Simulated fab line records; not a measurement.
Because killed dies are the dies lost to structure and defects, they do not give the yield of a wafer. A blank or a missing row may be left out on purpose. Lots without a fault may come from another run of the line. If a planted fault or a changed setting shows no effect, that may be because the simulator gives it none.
Code-filled problem report in 8D (eight disciplines) form    flow berkeley cmos170    the parts of the form that need people (team, actions taken, sign-off) are left out

1. THE PROBLEM
V1_TEOS_THK at UCB170_V1_THK_MEAS_01 reads a mean of 2182 nm on 2 wafers of 1 lot; wafers without a fault read 2000 nm with a standard deviation of 28. Relative to the usual mean, that is a shift of +6.5 standard deviations.
The first sign was on wafer L182.1 at day 10 13:31, on film metro-01. At this step, 39 wafers from 13 lots have a number in the record. Rule for "out", or "out of limits": more than 4 standard deviations from the usual mean. The rest of the wafers with a number are treated as sound.

2. WHAT IT IS, AND WHAT IT ISN'T
question                     is                 is not
which readings at this step  V1_TEOS_THK        -
which lots                   L182               L175, L176, L177, L178, L181, L184, L189, L190, L192, L194, L197, L198
which wafers of those lots   L182.1, L182.5     L182.4
read on which gauges         film metro-01      film metro-02, film metro-04
when                         from day 10 13:31  up to then (19 sound wafers); but 18 sound wafers of L189, L190, L192, L194, L197, L198 came after

3. SUSPECTS, AND WHAT RULES EACH OUT
Counting: any tool at a process step up to the reading remains a suspect provided it ran every lot that is out. Sound lots after the first of them don't rule it out here, since some wafers of a struck lot are sound.
- the gauge at UCB170_V1_THK_MEAS_01: ruled out. All the wafers that are out were read on film metro-01, but those of them that UCB170_V1_CVD_00 has rows for are out there too, on other tools.
- plasma asher-01 at UCB170_CONTACT_STRIP_19 (strips in O2): kept. L182, the lot that is out, went through it at day 10 07:34; up to then, the latest sound lot through it was L181 at day 9 08:59.
- pecvd-03 at UCB170_V1_CVD_00 (deposits SiO2 from TEOS/O2, target thk 2000 nm, time 250 s): kept. L182, the lot that is out, went through it at day 10 13:17; up to then, the latest sound lot through it was L181 at day 9 12:50. Its own readings are out on those wafers: rf fwd power W.
- Within pecvd-03 at UCB170_V1_CVD_00, the wafers that are out were processed in chamber 2 and their sound lot-mates in chamber 0.
Remaining after the count are plasma asher-01 at UCB170_CONTACT_STRIP_19 and pecvd-03 at UCB170_V1_CVD_00.

4. THE CAUSE (what the simulator had put in)
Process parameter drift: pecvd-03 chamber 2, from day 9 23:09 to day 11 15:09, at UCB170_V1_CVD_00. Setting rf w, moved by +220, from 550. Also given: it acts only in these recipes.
This tool is one of the 2 suspects left after counting.

5. SEQUENCE OF EFFECTS, ordered by route
Each row: a reading whose mean over the struck wafers that have a number lies more than 3 standard deviations from the usual. Only readings whose record carries a usual standard deviation are examined. hours: median over the lots of the time between each lot's start at the first step of this table that gives one and its start at this step. sigmas: the change, counted in usual standard deviations.
hours  step                   reading         usual    on struck wafers  change  sigmas
0      UCB170_V1_CVD_00       rf fwd power W  548.1 W  767.0             +218.9  +99 or more
0      UCB170_V1_THK_MEAS_01  V1_TEOS_THK     2000 nm  2182              +182    +6.5
Here are the process steps it includes:
- UCB170_V1_CVD_00: deposits SiO2 from TEOS/O2, target thk 2000 nm, time 250 s.
At these later measuring or inspecting steps, every struck wafer for which the step has a row has a number for every such reading, and none has moved that far: UCB170_V1_CD_MEAS_12.

6. WHAT WOULD HAVE CAUGHT IT SOONER
Counted from the fault's start at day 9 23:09, it took 14 hours until the first out-of-limits reading at a measuring or inspecting step in this record, taken at day 10 13:31.
The tool's own readings at UCB170_V1_CVD_00 were out on every struck wafer that the step has a row for (rf fwd power W): an alarm limit on them would have fired on the first of those.
By day 10 13:31 the whole set of lots that are out, 1 in number, had already begun UCB170_V1_CVD_00 on pecvd-03. Had the tool been put on hold then, not one of them would have been saved.
